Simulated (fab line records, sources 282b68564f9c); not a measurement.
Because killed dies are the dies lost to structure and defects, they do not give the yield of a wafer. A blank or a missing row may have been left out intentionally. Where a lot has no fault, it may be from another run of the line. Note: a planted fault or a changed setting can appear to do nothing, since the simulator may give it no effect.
fab line records + flow rit_cmos
[record]
- lots = 14
- wafers = 42
- last_day = 7
route steps=202 shown ACTIVE@1 NWELL@37 PWELL@49 NSD@141
lots untouched by any fault: they come from a run of this same line in which no faults occurred
start_h: hours from the record's opening day to when the first of the lot's shown wafers began + wait_h: hours since the lot's step before + " the same as in the row above + L1.1+2: one row covering several wafers at once + - no value present, or no start provided + * or withheld: withheld + < > ~ a bound
route shown NAME@n: names a module that has steps shown in the file, with the first one's number in the route + usual: the fault-free wafers' mean and standard deviation + same: alike in all rows + chamber/n: place in a boat + sites: readings site by site + _std_site: their standard deviation + _edge_site: mean of outer sites minus mean of inner sites + radius_mm: how far each site lies from the wafer's centre + mask NAME#n: copy n + behind: the most recent tool/chamber to have shaped the wafer + hold: why the lot went on hold/how many hours it stayed there/how the hold came to an end + device: which transistor (n, p or np) failed to switch + end of line: the tests these same wafers got at the end of their route + for a step that has no rows: nothing shown but its recipe + killed: count of dies lost to structure and defects at first sort (not the wafer's yield) + map: shows each die of a wafer: x if killed, . if not, _ if none is there
set.NAME: setting as actually run; set.NAME@STEP: the setting as run at that earlier step + model.NAME: the simulator's own value behind a step, which no gauge read
route steps across a sampled set of lots; one table per step, one row per wafer
services: when a tool's chamber went out of use (start_h, in hours from the record's first day, below 0 if earlier), for how many hours, and the reason
[[steps]]
[step RIT_ACTIVE_BOW_MEAS_00]
[recipe]
- mode = bow
[usual]
- INCOMING_BOW = -1/6.3
| lot.wafer | tool          | chamber | start_h | wait_h | INCOMING_BOW[um] |
|-----------|---------------|---------|---------|--------|------------------|
| L610.1    | film_metro-04 | -       | 10.00   | -      | -4               |
| L610.3    | "             | -       | "       | "      | -10              |
| L610.4    | "             | -       | "       | "      | 0                |
| L611.1    | film_metro-01 | -       | 15.00   | -      | 2                |
| L611.2    | "             | -       | "       | "      | 10               |
| L611.5    | "             | -       | "       | "      | 1                |
| L613.1    | film_metro-02 | -       | 25.00   | -      | 1                |
| L613.2    | "             | -       | "       | "      | -3               |
| L613.6    | "             | -       | "       | "      | -2               |
| L615.2    | film_metro-02 | -       | 35.02   | -      | 8                |
| L615.3    | "             | -       | "       | "      | 0                |
| L615.6    | "             | -       | "       | "      | -5               |
| L616.1    | film_metro-04 | -       | 40.00   | -      | -5               |
| L616.2    | "             | -       | "       | "      | -11              |
| L616.3    | "             | -       | "       | "      | 9                |
| L617.1    | film_metro-04 | -       | 45.00   | -      | 2                |
| L617.3    | "             | -       | "       | "      | -1               |
| L617.5    | "             | -       | "       | "      | 7                |
| L618.1    | film_metro-02 | -       | 50.00   | -      | 0                |
| L618.2    | "             | -       | "       | "      | -12              |
| L618.3    | "             | -       | "       | "      | 7                |
| L619.2    | film_metro-01 | -       | 55.02   | -      | 6                |
| L619.3    | "             | -       | "       | "      | -9               |
| L619.6    | "             | -       | "       | "      | -1               |
| L620.1    | film_metro-02 | -       | 60.00   | -      | -5               |
| L620.3    | "             | -       | "       | "      | 6                |
| L620.5    | "             | -       | "       | "      | 1                |
| L621.2    | film_metro-02 | -       | 65.02   | -      | 14               |
| L621.3    | "             | -       | "       | "      | 2                |
| L621.5    | "             | -       | "       | "      | -2               |
| L624.1    | film_metro-02 | -       | 80.00   | -      | 2                |
| L624.2    | "             | -       | "       | "      | -20              |
| L624.3    | "             | -       | "       | "      | -8               |
| L626.2    | film_metro-04 | -       | 90.02   | -      | -2               |
| L626.3    | "             | -       | "       | "      | 2                |
| L626.5    | "             | -       | "       | "      | 3                |
| L627.1    | film_metro-01 | -       | 95.00   | -      | 10               |
| L627.3    | "             | -       | "       | "      | -9               |
| L627.4    | "             | -       | "       | "      | 1                |
| L631.2    | film_metro-01 | -       | 115.02  | -      | 6                |
| L631.4    | "             | -       | "       | "      | -2               |
| L631.5    | "             | -       | "       | "      | -11              |
[step RIT_NWELL_STRIP_09]
[recipe]
- chemistry = O2
- time_s = 180
- resist = NOVOLAK
- platen_temp_c = withheld
- power_w = 500
- pressure_mtorr = 4000
- o2_flow_sccm = 4000
[usual]
- chamber_pressure_mTorr = 4000/3.7
- drypump_motor_current_A = 5.5/0.38
| lot.wafer | tool            | chamber | start_h | wait_h | chamber_pressure_mTorr | drypump_motor_current_A | rf_hours_counter_h |
|-----------|-----------------|---------|---------|--------|------------------------|-------------------------|--------------------|
| L610.1    | plasma_asher-02 | 1       | 22.86   | 0.1    | 4000                   | 5.7                     | 22                 |
| L610.3    | "               | 1       | "       | "      | 4001                   | 5.7                     | -                  |
| L610.4    | "               | 0       | "       | "      | 3992                   | 5.6                     | -                  |
| L611.1    | plasma_asher-02 | 0       | 28.12   | 0.1    | 4003                   | 5.6                     | 23                 |
| L611.2    | "               | 1       | "       | "      | 3997                   | 5.7                     | 23                 |
| L611.5    | "               | 0       | "       | "      | 4002                   | 5.6                     | -                  |
| L613.1    | plasma_asher-03 | 1       | 35.83   | 0.1    | 4004                   | 6.0                     | 37                 |
| L613.2    | "               | 0       | "       | "      | 4002                   | 5.0                     | 37                 |
| L613.6    | "               | 1       | "       | "      | 3996                   | 5.9                     | -                  |
| L615.2    | plasma_asher-01 | 0       | 47.90   | 0.1    | 3998                   | 5.1                     | 41                 |
| L615.3    | "               | 1       | "       | "      | 4001                   | 5.9                     | -                  |
| L615.6    | "               | 1       | "       | "      | 4002                   | 5.9                     | -                  |
| L616.1    | plasma_asher-03 | 0       | 51.78   | 0.1    | 4001                   | 5.0                     | 38                 |
| L616.2    | "               | 1       | "       | "      | 3998                   | 6.0                     | 38                 |
| L616.3    | "               | 1       | "       | "      | 4001                   | 6.0                     | -                  |
| L617.1    | plasma_asher-02 | 0       | 56.91   | 0.1    | 3999                   | 5.6                     | 26                 |
| L617.3    | "               | 1       | "       | "      | 4004                   | 5.7                     | -                  |
| L617.5    | "               | 1       | "       | "      | 3997                   | 5.7                     | -                  |
| L618.1    | plasma_asher-01 | 1       | 61.33   | 0.1    | 4000                   | 5.9                     | 43                 |
| L618.2    | "               | 0       | "       | "      | 4002                   | 5.1                     | 43                 |
| L618.3    | "               | 0       | "       | "      | 4003                   | 5.1                     | -                  |
| L619.2    | plasma_asher-01 | 0       | 67.22   | 0.1    | 3999                   | 5.1                     | 44                 |
| L619.3    | "               | 1       | "       | "      | 4000                   | 5.9                     | -                  |
| L619.6    | "               | 0       | "       | "      | 4001                   | 5.1                     | -                  |
| L620.1    | plasma_asher-03 | 0       | 71.86   | 0.1    | 3994                   | 5.0                     | 40                 |
| L620.3    | "               | 1       | "       | "      | 4002                   | 6.0                     | -                  |
| L620.5    | "               | 1       | "       | "      | 4002                   | 6.0                     | -                  |
| L621.2    | plasma_asher-02 | 1       | 75.56   | 0.1    | 3999                   | 5.7                     | 28                 |
| L621.3    | "               | 1       | "       | "      | 4002                   | 5.7                     | -                  |
| L621.5    | "               | 1       | "       | "      | 3998                   | 5.7                     | -                  |
| L624.1    | plasma_asher-01 | 0       | 91.39   | 0.1    | 3999                   | 5.1                     | 47                 |
| L624.2    | "               | 1       | "       | "      | 3999                   | 5.9                     | 47                 |
| L624.3    | "               | 0       | "       | "      | 3996                   | 5.1                     | -                  |
| L626.2    | plasma_asher-01 | 1       | 100.76  | 0.1    | -                      | -                       | -                  |
| L626.3    | "               | 1       | "       | "      | -                      | -                       | -                  |
| L626.5    | "               | 0       | "       | "      | -                      | -                       | -                  |
| L627.1    | plasma_asher-02 | 0       | 106.51  | 0.1    | -                      | -                       | -                  |
| L627.3    | "               | 0       | "       | "      | -                      | -                       | -                  |
| L627.4    | "               | 1       | "       | "      | -                      | -                       | -                  |
| L631.2    | plasma_asher-01 | 0       | 130.69  | 0.1    | 4002                   | 5.1                     | 51                 |
| L631.4    | "               | 0       | "       | "      | 4005                   | 5.1                     | -                  |
| L631.5    | "               | 1       | "       | "      | 4001                   | 5.9                     | -                  |
[step RIT_NWELL_TW_MEAS_10]
[usual]
- NWELL_TW = 2124/21
| lot.wafer | tool          | chamber | start_h | wait_h | NWELL_TW |
|-----------|---------------|---------|---------|--------|----------|
| L610.1    | film_metro-02 | -       | 23.04   | 0.1    | 2118     |
| L610.3    | "             | -       | "       | "      | 2119     |
| L610.4    | "             | -       | "       | "      | 2112     |
| L611.1    | film_metro-04 | -       | 28.30   | 0.1    | 2147     |
| L611.2    | "             | -       | "       | "      | 2148     |
| L611.5    | "             | -       | "       | "      | 2140     |
| L613.1    | film_metro-03 | -       | 36.00   | 0.1    | 2095     |
| L613.2    | "             | -       | "       | "      | 2105     |
| L613.6    | "             | -       | "       | "      | 2111     |
| L615.2    | film_metro-02 | -       | 48.09   | 0.1    | 2123     |
| L615.3    | "             | -       | "       | "      | 2125     |
| L615.6    | "             | -       | "       | "      | 2135     |
| L616.1    | film_metro-02 | -       | 51.96   | 0.1    | 2121     |
| L616.2    | "             | -       | "       | "      | 2118     |
| L616.3    | "             | -       | "       | "      | 2122     |
| L617.1    | film_metro-04 | -       | 57.08   | 0.1    | 2143     |
| L617.3    | "             | -       | "       | "      | 2152     |
| L617.5    | "             | -       | "       | "      | 2156     |
| L618.1    | film_metro-03 | -       | 61.50   | 0.1    | 2096     |
| L618.2    | "             | -       | "       | "      | 2102     |
| L618.3    | "             | -       | "       | "      | 2090     |
| L619.2    | film_metro-02 | -       | 67.41   | 0.1    | 2134     |
| L619.3    | "             | -       | "       | "      | 2130     |
| L619.6    | "             | -       | "       | "      | 2133     |
| L620.1    | film_metro-03 | -       | 72.03   | 0.1    | 2114     |
| L620.3    | "             | -       | "       | "      | 2104     |
| L620.5    | "             | -       | "       | "      | 2119     |
| L621.2    | film_metro-04 | -       | 75.75   | 0.1    | 2146     |
| L621.3    | "             | -       | "       | "      | 2142     |
| L621.5    | "             | -       | "       | "      | 2133     |
| L624.1    | film_metro-04 | -       | 91.57   | 0.1    | 2147     |
| L624.2    | "             | -       | "       | "      | 2157     |
| L624.3    | "             | -       | "       | "      | 2154     |
| L626.2    | film_metro-04 | -       | 100.95  | 0.1    | 2153     |
| L626.3    | "             | -       | "       | "      | 2144     |
| L626.5    | "             | -       | "       | "      | 2149     |
| L627.1    | film_metro-03 | -       | 106.68  | 0.1    | 2101     |
| L627.3    | "             | -       | "       | "      | 2101     |
| L627.4    | "             | -       | "       | "      | 2093     |
| L631.2    | film_metro-04 | -       | 130.87  | 0.1    | 2129     |
| L631.4    | "             | -       | "       | "      | 2124     |
| L631.5    | "             | -       | "       | "      | 2117     |
[step RIT_PWELL_TW_MEAS_10]
[usual]
- PWELL_TW = 948/8.8
| lot.wafer | tool          | chamber | start_h | wait_h | PWELL_TW |
|-----------|---------------|---------|---------|--------|----------|
| L610.1    | film_metro-02 | -       | 24.59   | 0.1    | 951      |
| L610.3    | "             | -       | "       | "      | 952      |
| L610.4    | "             | -       | "       | "      | 951      |
| L611.1    | film_metro-03 | -       | 29.97   | 0.1    | 946      |
| L611.2    | "             | -       | "       | "      | 942      |
| L611.5    | "             | -       | "       | "      | 940      |
| L613.1    | film_metro-02 | -       | 37.68   | 0.1    | 949      |
| L613.2    | "             | -       | "       | "      | 950      |
| L613.6    | "             | -       | "       | "      | 947      |
| L615.2    | film_metro-04 | -       | 49.93   | 0.1    | 956      |
| L615.3    | "             | -       | "       | "      | 961      |
| L615.6    | "             | -       | "       | "      | 955      |
| L616.1    | film_metro-02 | -       | 53.63   | 0.1    | 945      |
| L616.2    | "             | -       | "       | "      | 943      |
| L616.3    | "             | -       | "       | "      | 948      |
| L617.1    | film_metro-04 | -       | 58.70   | 0.1    | 957      |
| L617.3    | "             | -       | "       | "      | 965      |
| L617.5    | "             | -       | "       | "      | 961      |
| L618.1    | film_metro-04 | -       | 63.05   | 0.1    | 958      |
| L618.2    | "             | -       | "       | "      | 957      |
| L618.3    | "             | -       | "       | "      | 958      |
| L619.2    | film_metro-02 | -       | 68.96   | 0.1    | 947      |
| L619.3    | "             | -       | "       | "      | 947      |
| L619.6    | "             | -       | "       | "      | 949      |
| L620.1    | film_metro-02 | -       | 73.77   | 0.1    | 952      |
| L620.3    | "             | -       | "       | "      | 949      |
| L620.5    | "             | -       | "       | "      | 953      |
| L621.2    | film_metro-03 | -       | 77.42   | 0.1    | 934      |
| L621.3    | "             | -       | "       | "      | 933      |
| L621.5    | "             | -       | "       | "      | 938      |
| L624.1    | film_metro-03 | -       | 93.24   | 0.1    | 940      |
| L624.2    | "             | -       | "       | "      | 945      |
| L624.3    | "             | -       | "       | "      | 940      |
| L626.2    | film_metro-04 | -       | 102.62  | 0.1    | 30       |
| L626.3    | "             | -       | "       | "      | 30       |
| L626.5    | "             | -       | "       | "      | 30       |
| L627.1    | film_metro-03 | -       | 108.36  | 0.1    | 30       |
| L627.3    | "             | -       | "       | "      | 30       |
| L627.4    | "             | -       | "       | "      | 30       |
| L631.2    | film_metro-02 | -       | 132.42  | 0.1    | 941      |
| L631.4    | "             | -       | "       | "      | 946      |
| L631.5    | "             | -       | "       | "      | 944      |
[step RIT_NSD_TW_MEAS_10]
[usual]
- NSD_TW = 3120/24
| lot.wafer | tool          | chamber | start_h | wait_h | NSD_TW |
|-----------|---------------|---------|---------|--------|--------|
| L610.1    | film_metro-04 | -       | 50.10   | 0.1    | 3145   |
| L610.3    | "             | -       | "       | "      | 3143   |
| L610.4    | "             | -       | "       | "      | 3135   |
| L611.1    | film_metro-01 | -       | 54.20   | 0.1    | 3160   |
| L611.2    | "             | -       | "       | "      | 3169   |
| L611.5    | "             | -       | "       | "      | 3154   |
| L613.1    | film_metro-04 | -       | 62.48   | 0.1    | 3127   |
| L613.2    | "             | -       | "       | "      | 3126   |
| L613.6    | "             | -       | "       | "      | 3133   |
| L615.2    | film_metro-02 | -       | 74.41   | 0.1    | 3112   |
| L615.3    | "             | -       | "       | "      | 3116   |
| L615.6    | "             | -       | "       | "      | 3114   |
| L616.1    | film_metro-02 | -       | 77.52   | 0.1    | 3088   |
| L616.2    | "             | -       | "       | "      | 3100   |
| L616.3    | "             | -       | "       | "      | 3100   |
| L617.1    | film_metro-02 | -       | 82.72   | 0.1    | 3112   |
| L617.3    | "             | -       | "       | "      | 3104   |
| L617.5    | "             | -       | "       | "      | 3118   |
| L618.1    | film_metro-02 | -       | 87.21   | 0.1    | 3103   |
| L618.2    | "             | -       | "       | "      | 3117   |
| L618.3    | "             | -       | "       | "      | 3116   |
| L619.2    | film_metro-04 | -       | 93.27   | 0.1    | 3113   |
| L619.3    | "             | -       | "       | "      | 3123   |
| L619.6    | "             | -       | "       | "      | 3137   |
| L620.1    | film_metro-02 | -       | 97.94   | 0.1    | 3101   |
| L620.3    | "             | -       | "       | "      | 3090   |
| L620.5    | "             | -       | "       | "      | 3106   |
| L621.2    | film_metro-01 | -       | 102.15  | 0.1    | 3165   |
| L621.3    | "             | -       | "       | "      | 3149   |
| L621.5    | "             | -       | "       | "      | 3144   |
| L624.1    | film_metro-01 | -       | 118.32  | 0.1    | 3143   |
| L624.2    | "             | -       | "       | "      | 3145   |
| L624.3    | "             | -       | "       | "      | 3147   |
| L631.2    | film_metro-01 | -       | 157.10  | 0.1    | 3126   |
| L631.4    | "             | -       | "       | "      | 3145   |
| L631.5    | "             | -       | "       | "      | 3137   |
[[services]]
| tool            | chamber | start_h | hours | kind       |
|-----------------|---------|---------|-------|------------|
| plasma_asher-02 | -       | 6.35    | 0.8   | repair     |
| plasma_asher-02 | -       | 86.70   | 8.5   | repair     |
| plasma_asher-02 | -       | 108.22  | 1.9   | repair     |
| plasma_asher-03 | -       | 108.75  | 9.0   | pm         |
| plasma_asher-03 | 0       | 108.75  | 9.0   | vent_cycle |
| plasma_asher-03 | 1       | 108.75  | 9.0   | vent_cycle |
| plasma_asher-01 | -       | 115.41  | 1.7   | repair     |
| plasma_asher-03 | 0       | 117.75  | -     | clean      |
| plasma_asher-03 | 1       | 117.75  | -     | clean      |
| plasma_asher-03 | -       | 129.50  | 4.1   | repair     |
[[key]]
[first_sign]
- step = RIT_NWELL_STRIP_09
- reading = tool_record
- direction = missing
[effect]
- step = RIT_PWELL_TW_MEAS_10
- reading = PWELL_TW
- direction = down
- sigmas = 99+
- usual = 948
- struck = 30
met_at RIT_NWELL_STRIP_09
struck_lots L626,L627
later_rows_left_out L626.2,L626.3,L626.5,L627.1,L627.3,L627.4
sort_left_out L626.2,L626.3,L626.5,L627.1,L627.3,L627.4
tester_left_out L626,L627
not_acting_at RIT_ACTIVE_BOW_MEAS_00,RIT_NWELL_TW_MEAS_10,RIT_NSD_TW_MEAS_10
onset_between 91.39 100.76
[fault]
- kind = skipped_step_whole
- tool = plasma_asher-01,plasma_asher-02
- chamber = -
- onset_h = 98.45
- steps = RIT_NWELL_STRIP_09
- scope = struck_lots_only
// tester_left_out: of these lots the tester's yield and bins aren't shown, on N5 and GAA mostly nor the transistor test; their killed dies are dies lost to structure and defects alone, not to doping, threshold or leakage, so they don't give the yield
// sort_left_out: the simulated sort isn't trusted on such a fault, so these wafers' sort isn't shown, and their yield isn't known
// later_rows_left_out: the simulator's readings of these wafers behind a module that went badly wrong aren't trusted and aren't shown, but for the sort
